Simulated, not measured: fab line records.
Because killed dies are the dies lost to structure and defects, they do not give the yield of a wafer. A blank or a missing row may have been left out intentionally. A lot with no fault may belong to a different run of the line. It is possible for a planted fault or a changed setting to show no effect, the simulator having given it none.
fab line records	flow berkeley_cmos170
record lots=5	wafers=27
route steps=331 shown SILICIDE@211 V1@254 V2@306 M3@309
start_h: hours from the record's first day to the start of the lot's first wafer shown	wait_h: time in hours since the lot's previous step	" repeats the value in the row above	L1.1+2: one row covering several wafers at once	- no value, or no start given	* or withheld: withheld	< > ~ a bound
route shown NAME@n: a module of which the file shows steps, and the number in the route of the first	usual: the fault-free wafers' mean and standard deviation	same: alike in all rows	chamber/n: place in a boat	sites: per-site readings	_std_site: standard deviation of those values	_edge_site: outer sites' mean less inner sites'	radius_mm: for every site, how far away it sits from the centre of the wafer	mask NAME#n: copy n	behind: the last tool/chamber to shape the wafer	hold: the reason the lot was held/the length of the hold in hours/how it ended	device: the transistor (n, p or np) that didn't switch	end of line: tests of these same wafers at the route's end	a step given without rows: its recipe and nothing more	killed: dies that structure and defects cost at the first sort, which is not the same as the wafer's yield	map: shows each die of a wafer: x if killed, . if not, _ if none is there
set.NAME: the setting that was run; set.NAME@STEP: the one run at that earlier step	model.NAME: the simulator's own value behind a step, which no gauge read
lots with deliberately changed settings; one table per step, one row per wafer
## steps
# step UCB170_SILICIDE_SPUTTER_01
# recipe material=Ti	target_thk_nm=30	time_s=25	power_w=1500	chamber_pressure_pa=0.5
lot.wafer	tool	chamber	start_h	wait_h	set.time_s	model.Ti_of_SILICIDE_SPUTTER_01.thk_nm
L077.1	pvd_sputter-03	-	149.94	0.0	25	29.13
L077.4	"	-	"	"	25	29.83
L077.6	"	-	"	"	25	29.45
L076.1	pvd_sputter-04	-	158.07	0.0	36.43	43.98
L076.2	"	-	"	"	25	30.01
L076.3	"	-	"	"	25	29.64
L076.4	"	-	"	"	36.43	43.73
L076.5	"	-	"	"	25	30.15
L076.6	"	-	"	"	36.43	43.17
L080.1	pvd_sputter-02	-	162.14	0.0	25	30.09
L080.2	"	-	"	"	37.04	44.7
L080.3	"	-	"	"	25	29.78
L080.4	"	-	"	"	37.04	44.47
L080.5	"	-	"	"	25	30
L080.6	"	-	"	"	37.04	44.77
L083.1	pvd_sputter-03	-	171.98	0.0	25	30.49
L083.2	"	-	"	"	25	29.77
L083.3	"	-	"	"	25	29.83
L083.4	"	-	"	"	25	30.33
L083.5	"	-	"	"	25	29.72
L083.6	"	-	"	"	25	30.37
L085.1	pvd_sputter-04	-	192.83	0.0	25	29.71
L085.2	"	-	"	"	25	29.08
L085.3	"	-	"	"	34.72	41.5
L085.4	"	-	"	"	34.72	41.33
L085.5	"	-	"	"	25	29.54
L085.6	"	-	"	"	34.72	41.22
# step UCB170_SILICIDE_RS_MEAS_02
# recipe thk_meas_gauge=four-point-probe	reads=Ti_of_SILICIDE_SPUTTER_01
# usual SILICIDE_TI_RS=26.2/0.38
lot.wafer	tool	chamber	start_h	wait_h	set.time_s@SILICIDE_SPUTTER_01	SILICIDE_TI_RS[ohm/sq]
L077.1	film_metro-03	-	149.97	0.0	25	27.0
L077.4	"	-	"	"	25	26.3
L077.6	"	-	"	"	25	26.7
L076.1	film_metro-02	-	158.10	0.0	36.43	16.7
L076.2	"	-	"	"	25	26.1
L076.3	"	-	"	"	25	26.4
L076.4	"	-	"	"	36.43	16.8
L076.5	"	-	"	"	25	25.9
L076.6	"	-	"	"	36.43	17.1
L080.1	film_metro-02	-	162.17	0.0	25	26.0
L080.2	"	-	"	"	37.04	16.4
L080.3	"	-	"	"	25	26.3
L080.4	"	-	"	"	37.04	16.5
L080.5	"	-	"	"	25	26.1
L080.6	"	-	"	"	37.04	16.4
L083.1	film_metro-03	-	172.01	0.0	25	25.6
L083.2	"	-	"	"	25	26.4
L083.3	"	-	"	"	25	26.3
L083.4	"	-	"	"	25	25.8
L083.5	"	-	"	"	25	26.4
L083.6	"	-	"	"	25	25.7
L085.1	film_metro-04	-	192.86	0.0	25	26.4
L085.2	"	-	"	"	25	27.1
L085.3	"	-	"	"	34.72	17.9
L085.4	"	-	"	"	34.72	18.0
L085.5	"	-	"	"	25	26.6
L085.6	"	-	"	"	34.72	18.1
# step UCB170_SILICIDE_THK_MEAS_03
# recipe thk_meas_gauge=xrf	reads=Ti_of_SILICIDE_SPUTTER_01
# usual SILICIDE_TI_THK=30.2/0.41
lot.wafer	tool	chamber	start_h	wait_h	set.time_s@SILICIDE_SPUTTER_01	SILICIDE_TI_THK[nm]
L077.1	film_metro-03	-	150.09	0.1	25	29.3
L077.4	"	-	"	"	25	30.2
L077.6	"	-	"	"	25	29.5
L076.1	film_metro-02	-	158.22	0.1	36.43	44.7
L076.2	"	-	"	"	25	30.5
L076.3	"	-	"	"	25	29.9
L076.4	"	-	"	"	36.43	44.2
L076.5	"	-	"	"	25	30.5
L076.6	"	-	"	"	36.43	43.7
L080.1	film_metro-02	-	162.29	0.1	25	30.4
L080.2	"	-	"	"	37.04	45.4
L080.3	"	-	"	"	25	30.2
L080.4	"	-	"	"	37.04	45.1
L080.5	"	-	"	"	25	30.2
L080.6	"	-	"	"	37.04	45.3
L083.1	film_metro-03	-	172.13	0.1	25	30.7
L083.2	"	-	"	"	25	30.0
L083.3	"	-	"	"	25	30.1
L083.4	"	-	"	"	25	30.6
L083.5	"	-	"	"	25	30.1
L083.6	"	-	"	"	25	30.6
L085.1	film_metro-04	-	192.98	0.1	25	30.1
L085.2	"	-	"	"	25	29.3
L085.3	"	-	"	"	34.72	41.9
L085.4	"	-	"	"	34.72	41.5
L085.5	"	-	"	"	25	29.7
L085.6	"	-	"	"	34.72	41.4
# step UCB170_V1_CVD_00
# recipe material=SiO2	target_thk_nm=2000	temp_c=390	precursor=TEOS/O2	time_s=250	rf_w=550	pressure_mtorr=9000
lot.wafer	tool	chamber	start_h	wait_h	set.time_s	model.SiO2_of_V1_CVD_00.thk_nm
L077.1	pecvd-02	0	158.74	0.0	250	2047
L077.4	"	1	"	"	250	2064
L077.6	"	2	"	"	250	2063
L076.1	pecvd-02	2	169.17	0.0	250	2046
L076.2	"	0	"	"	314.5	2544
L076.3	"	1	"	"	250	2008
L076.4	"	1	"	"	314.5	2561
L076.5	"	2	"	"	250	2038
L076.6	"	0	"	"	314.5	2591
L080.1	pecvd-02	0	174.94	0.0	250	1999
L080.2	"	1	"	"	396	3160
L080.3	"	2	"	"	396	3163
L080.4	"	1	"	"	250	2030
L080.5	"	2	"	"	250	2048
L080.6	"	0	"	"	396	3200
L083.1	pecvd-04	0	183.90	0.0	192.2	1499
L083.2	"	2	"	"	192.2	1487
L083.3	"	1	"	"	192.2	1515
L083.4	"	2	"	"	250	1980
L083.5	"	0	"	"	250	1997
L083.6	"	1	"	"	250	1985
L085.1	pecvd-04	2	203.04	0.2	250	1978
L085.2	"	0	"	"	250	2021
L085.3	"	1	"	"	250	1995
L085.4	"	1	"	"	250	2019
L085.5	"	2	"	"	250	2008
L085.6	"	0	"	"	250	2040
# step UCB170_V1_THK_MEAS_01
# recipe reads=SiO2_of_V1_CVD_00
# usual V1_TEOS_THK=2009/29
lot.wafer	tool	chamber	start_h	wait_h	set.time_s@V1_CVD_00	V1_TEOS_THK[nm]
L077.1	film_metro-01	-	158.89	0.1	250	2047
L077.4	"	-	"	"	250	2064
L077.6	"	-	"	"	250	2062
L076.1	film_metro-02	-	169.32	0.1	250	2047
L076.2	"	-	"	"	314.5	2544
L076.3	"	-	"	"	250	2009
L076.4	"	-	"	"	314.5	2560
L076.5	"	-	"	"	250	2040
L076.6	"	-	"	"	314.5	2592
L080.1	film_metro-04	-	175.10	0.1	250	1999
L080.2	"	-	"	"	396	3159
L080.3	"	-	"	"	396	3163
L080.4	"	-	"	"	250	2031
L080.5	"	-	"	"	250	2048
L080.6	"	-	"	"	396	3200
L083.1	film_metro-04	-	184.06	0.1	192.2	1499
L083.2	"	-	"	"	192.2	1486
L083.3	"	-	"	"	192.2	1515
L083.4	"	-	"	"	250	1980
L083.5	"	-	"	"	250	1999
L083.6	"	-	"	"	250	1986
L085.1	film_metro-01	-	203.20	0.1	250	1978
L085.2	"	-	"	"	250	2019
L085.3	"	-	"	"	250	1994
L085.4	"	-	"	"	250	2019
L085.5	"	-	"	"	250	2006
L085.6	"	-	"	"	250	2040
# step UCB170_V1_DEVELOP_11
# recipe developer=TMAH	develop_time_s=45	resist=KrF	dev_temp_c=21
lot.wafer	tool	chamber	start_h	wait_h	set.develop_time_s
L077.1+4+6	litho_track-02	0	-	-	45
L076.1+2+5	litho_track-01	0	-	-	58.65
L076.3+4+6	"	0	"	"	45
L080.1+2+3	litho_track-04	0	-	-	64.35
L080.4+5+6	"	0	"	"	45
L083.1+2+3+4+5+6	litho_track-02	0	-	-	45
L085.1+2+3	litho_track-02	0	-	-	45
L085.4+5+6	"	0	"	"	21.62
# step UCB170_V1_CD_MEAS_12
# recipe target_cd_nm=700
# usual cd_nm=699.5/1.4
lot.wafer	tool	chamber	start_h	wait_h	set.develop_time_s@V1_DEVELOP_11	cd_nm
L077.1	cd_sem-02	-	164.71	-	45	699.2
L077.4	"	-	"	"	45	699.4
L077.6	"	-	"	"	45	699.0
L076.1	cd_sem-01	-	172.04	-	58.65	700.3
L076.2	"	-	"	"	58.65	700.5
L076.3	"	-	"	"	45	699.3
L076.4	"	-	"	"	45	699.0
L076.5	"	-	"	"	58.65	699.9
L076.6	"	-	"	"	45	699.2
L080.1	cd_sem-01	-	178.20	-	64.35	703.2
L080.2	"	-	"	"	64.35	701.8
L080.3	"	-	"	"	64.35	702.0
L080.4	"	-	"	"	45	701.5
L080.5	"	-	"	"	45	700.5
L080.6	"	-	"	"	45	699.7
L083.1	cd_sem-01	-	189.45	-	45	699.0
L083.2	"	-	"	"	45	698.7
L083.3	"	-	"	"	45	698.2
L083.4	"	-	"	"	45	698.4
L083.5	"	-	"	"	45	698.9
L083.6	"	-	"	"	45	698.4
L085.1	cd_sem-01	-	206.41	-	45	702.9
L085.2	"	-	"	"	45	700.7
L085.3	"	-	"	"	45	701.2
L085.4	"	-	"	"	21.62	696.5
L085.5	"	-	"	"	21.62	695.6
L085.6	"	-	"	"	21.62	695.9
# step UCB170_V2_ETCH_14
# recipe chemistry=CHF3/CF4/Ar	target=SiO2	stop_on=Al	CHF3_flow_sccm=45	cf4_flow_sccm=15	Ar_flow_sccm=150	pressure_mtorr=200	rf_w=700	target_depth_a=12500	over_etch_frac=0.25	time_s=291
lot.wafer	tool	chamber	start_h	wait_h	set.time_s	model.KrF_of_V2_COAT_07.thk_nm
L077.1	rie_diel-04	2	171.60	0.0	291	621.3
L077.4	"	1	"	"	291	605.9
L077.6	"	2	"	"	291	616.2
L076.1	rie_diel-04	2	180.34	0.0	291	620.5
L076.2	"	0	"	"	291	600.3
L076.3	"	3	"	"	291	615.7
L076.4	"	1	"	"	461.1	437.6
L076.5	"	2	"	"	461.1	465.9
L076.6	"	3	"	"	461.1	462.8
L080.1	rie_diel-03	1	185.56	0.0	291	594.4
L080.2	"	3	"	"	167.7	717.9
L080.3	"	2	"	"	291	610.2
L080.4	"	0	"	"	167.7	732.1
L080.5	"	2	"	"	167.7	728.8
L080.6	"	1	"	"	291	598.9
L083.1	rie_diel-03	3	196.08	0.0	291	599.6
L083.2	"	0	"	"	291	626.9
L083.3	"	1	"	"	291	598.8
L083.4	"	2	"	"	291	614
L083.5	"	0	"	"	291	625.7
L083.6	"	3	"	"	291	596.8
L085.1	rie_diel-04	1	213.00	0.0	291	599.8
L085.2	"	2	"	"	291	616
L085.3	"	0	"	"	291	599.6
L085.4	"	3	"	"	291	616.5
L085.5	"	3	"	"	291	616.7
L085.6	"	2	"	"	291	613.2
# step UCB170_V2_STRIP_15
# recipe chemistry=O2	power_w=400	pressure_mtorr=3500	platen_temp_c=withheld	o2_flow_sccm=400	overash_fraction=0.5
# usual strip_time_to_endpoint_s=15.32/0.23
lot.wafer	tool	chamber	start_h	wait_h	set.time_s@V2_ETCH_14	strip_time_to_endpoint_s
L077.1	plasma_asher-01	0	171.78	0.1	291	15.57
L077.4	"	1	"	"	291	15.21
L077.6	"	1	"	"	291	15.46
L076.1	plasma_asher-03	0	180.52	0.1	291	15.56
L076.2	"	1	"	"	291	15.07
L076.3	"	1	"	"	291	15.44
L076.4	"	0	"	"	461.1	11.24
L076.5	"	0	"	"	461.1	11.91
L076.6	"	1	"	"	461.1	11.85
L080.1	plasma_asher-02	1	185.74	0.1	291	14.94
L080.2	"	0	"	"	167.7	17.82
L080.3	"	1	"	"	291	15.30
L080.4	"	0	"	"	167.7	18.16
L080.5	"	1	"	"	167.7	18.09
L080.6	"	0	"	"	291	15.04
L083.1	plasma_asher-03	0	196.26	0.1	291	15.07
L083.2	"	1	"	"	291	15.71
L083.3	"	1	"	"	291	15.02
L083.4	"	0	"	"	291	15.41
L083.5	"	1	"	"	291	15.67
L083.6	"	0	"	"	291	15.00
L085.1	plasma_asher-01	1	213.18	0.1	291	15.08
L085.2	"	0	"	"	291	15.45
L085.3	"	0	"	"	291	15.06
L085.4	"	1	"	"	291	15.45
L085.5	"	0	"	"	291	15.46
L085.6	"	1	"	"	291	15.39
# step UCB170_V2_CD_MEAS_90
# recipe target_cd_nm=700
# usual cd_nm=699.8/1.9
lot.wafer	tool	chamber	start_h	wait_h	set.time_s@V2_ETCH_14	cd_nm
L077.1	cd_sem-02	-	171.88	0.1	291	699.1
L077.4	"	-	"	"	291	700.2
L077.6	"	-	"	"	291	700.8
L076.1	cd_sem-01	-	180.66	0.1	291	698.6
L076.2	"	-	"	"	291	698.4
L076.3	"	-	"	"	291	696.7
L076.4	"	-	"	"	461.1	705.9
L076.5	"	-	"	"	461.1	703.1
L076.6	"	-	"	"	461.1	703.0
L080.1	cd_sem-01	-	185.84	0.1	291	702.6
L080.2	"	-	"	"	167.7	696.4
L080.3	"	-	"	"	291	698.8
L080.4	"	-	"	"	167.7	694.4
L080.5	"	-	"	"	167.7	695.3
L080.6	"	-	"	"	291	700.6
L083.1	cd_sem-01	-	196.36	0.1	291	699.1
L083.2	"	-	"	"	291	698.4
L083.3	"	-	"	"	291	700.2
L083.4	"	-	"	"	291	698.0
L083.5	"	-	"	"	291	698.1
L083.6	"	-	"	"	291	700.7
L085.1	cd_sem-02	-	213.28	0.1	291	703.0
L085.2	"	-	"	"	291	700.6
L085.3	"	-	"	"	291	702.7
L085.4	"	-	"	"	291	700.9
L085.5	"	-	"	"	291	700.7
L085.6	"	-	"	"	291	699.1
# step UCB170_M3_PRE_CLEAN_00
# recipe gas=Ar	preclean_etch_time_s=60
# step UCB170_M3_SPUTTER_01
# recipe material=Al	target_thk_nm=900	time_s=120	power_w=6000	chamber_pressure_pa=0.5
# step UCB170_M3_PROBE_99
lot.wafer	tool	chamber	start_h	wait_h	set.time_s@SILICIDE_SPUTTER_01	model.etest.ppoly_line.line_ohm_um	model.etest.npoly_line.line_ohm_um
L077.1	prober-02	-	176.20	0.1	25	15.22	14.77
L077.4	prober-02	-	176.35	0.2	25	15.03	14.52
L077.6	prober-02	-	176.45	0.2	25	15.05	14.88
L076.1	prober-02	-	184.50	0.1	36.43	12.44	12.36
L076.2	prober-02	-	184.55	0.1	25	14.72	14.39
L076.3	prober-02	-	184.60	0.2	25	15.23	14.83
L076.4	prober-02	-	184.65	0.2	36.43	12.44	12.16
L076.5	prober-02	-	184.70	0.2	25	14.8	14.8
L076.6	prober-02	-	184.75	0.2	36.43	12.24	11.97
L080.1	prober-02	-	188.62	0.1	25	14.78	14.62
L080.2	prober-02	-	188.67	0.1	37.04	12.55	12.35
L080.3	prober-02	-	188.72	0.2	25	14.85	14.33
L080.4	prober-02	-	188.77	0.2	37.04	12.11	12.07
L080.5	prober-02	-	188.82	0.2	25	15.25	14.83
L080.6	prober-02	-	188.87	0.2	37.04	12.51	12.24
L083.1	prober-01	-	199.85	0.1	25	14.77	14.6
L083.2	prober-01	-	199.90	0.1	25	15.12	14.55
L083.3	prober-01	-	199.95	0.2	25	15	14.83
L083.4	prober-01	-	200.00	0.2	25	14.71	14.53
L083.5	prober-01	-	200.05	0.2	25	15.06	14.73
L083.6	prober-01	-	200.10	0.2	25	14.52	14.53
L085.1	prober-01	-	216.66	0.1	25	15.08	14.62
L085.2	prober-01	-	216.71	0.1	25	15.42	15.04
L085.3	prober-01	-	216.76	0.2	34.72	12.69	12.38
L085.4	prober-01	-	216.81	0.2	34.72	12.46	12.12
L085.5	prober-01	-	216.86	0.2	25	15.05	14.61
L085.6	prober-01	-	216.91	0.3	34.72	12.72	12.4
# killed by level:class
L077.1 SILICIDE:geometric_particle:open=2
L077.4 PWELL:area_etch=4 NWELL:area_etch=2 WELLDRIVE:geometric_particle:short=1 WELLDRIVE:geometric_particle:open=1 GATE:geometric_particle:open=1 GATE:geometric_particle:short=1 SPACER:geometric_particle:open=1 SILICIDE:geometric_particle:open=1
L077.6 NWELL:area_etch=3 ACTIVE:geometric_particle:short=1 SACOX:geometric_particle:open=1 CONTACT:geometric_particle:open=1
## key
split step=UCB170_SILICIDE_SPUTTER_01	setting=time_s	stated=25	by=wafer
response step=UCB170_SILICIDE_SPUTTER_01	reading=model.Ti_of_SILICIDE_SPUTTER_01.thk_nm	change=+0.303	per=1%	r=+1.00
response step=UCB170_SILICIDE_RS_MEAS_02	reading=SILICIDE_TI_RS	change=-0.208	per=1%	r=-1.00
response step=UCB170_SILICIDE_THK_MEAS_03	reading=SILICIDE_TI_THK	change=+0.307	per=1%	r=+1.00
response step=UCB170_M3_PROBE_99	reading=model.etest.ppoly_line.line_ohm_um	change=-0.0574	per=1%	r=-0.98
response step=UCB170_M3_PROBE_99	reading=model.etest.npoly_line.line_ohm_um	change=-0.0548	per=1%	r=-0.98
split step=UCB170_V1_CVD_00	setting=time_s	stated=250	by=wafer
response step=UCB170_V1_CVD_00	reading=model.SiO2_of_V1_CVD_00.thk_nm	change=+20	per=1%	r=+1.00
response step=UCB170_V1_THK_MEAS_01	reading=V1_TEOS_THK	change=+20	per=1%	r=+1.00
split step=UCB170_V1_DEVELOP_11	setting=develop_time_s	stated=45	by=wafer
response step=UCB170_V1_CD_MEAS_12	reading=cd_nm	change=+0.0728	per=1%	r=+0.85
split step=UCB170_V2_ETCH_14	setting=time_s	stated=291	by=wafer
response step=UCB170_V2_ETCH_14	reading=model.KrF_of_V2_COAT_07.thk_nm	change=-2.77	per=1%	r=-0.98
response step=UCB170_V2_STRIP_15	reading=strip_time_to_endpoint_s	change=*	per=1%	r=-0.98
response step=UCB170_V2_CD_MEAS_90	reading=cd_nm	change=+0.111	per=1%	r=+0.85
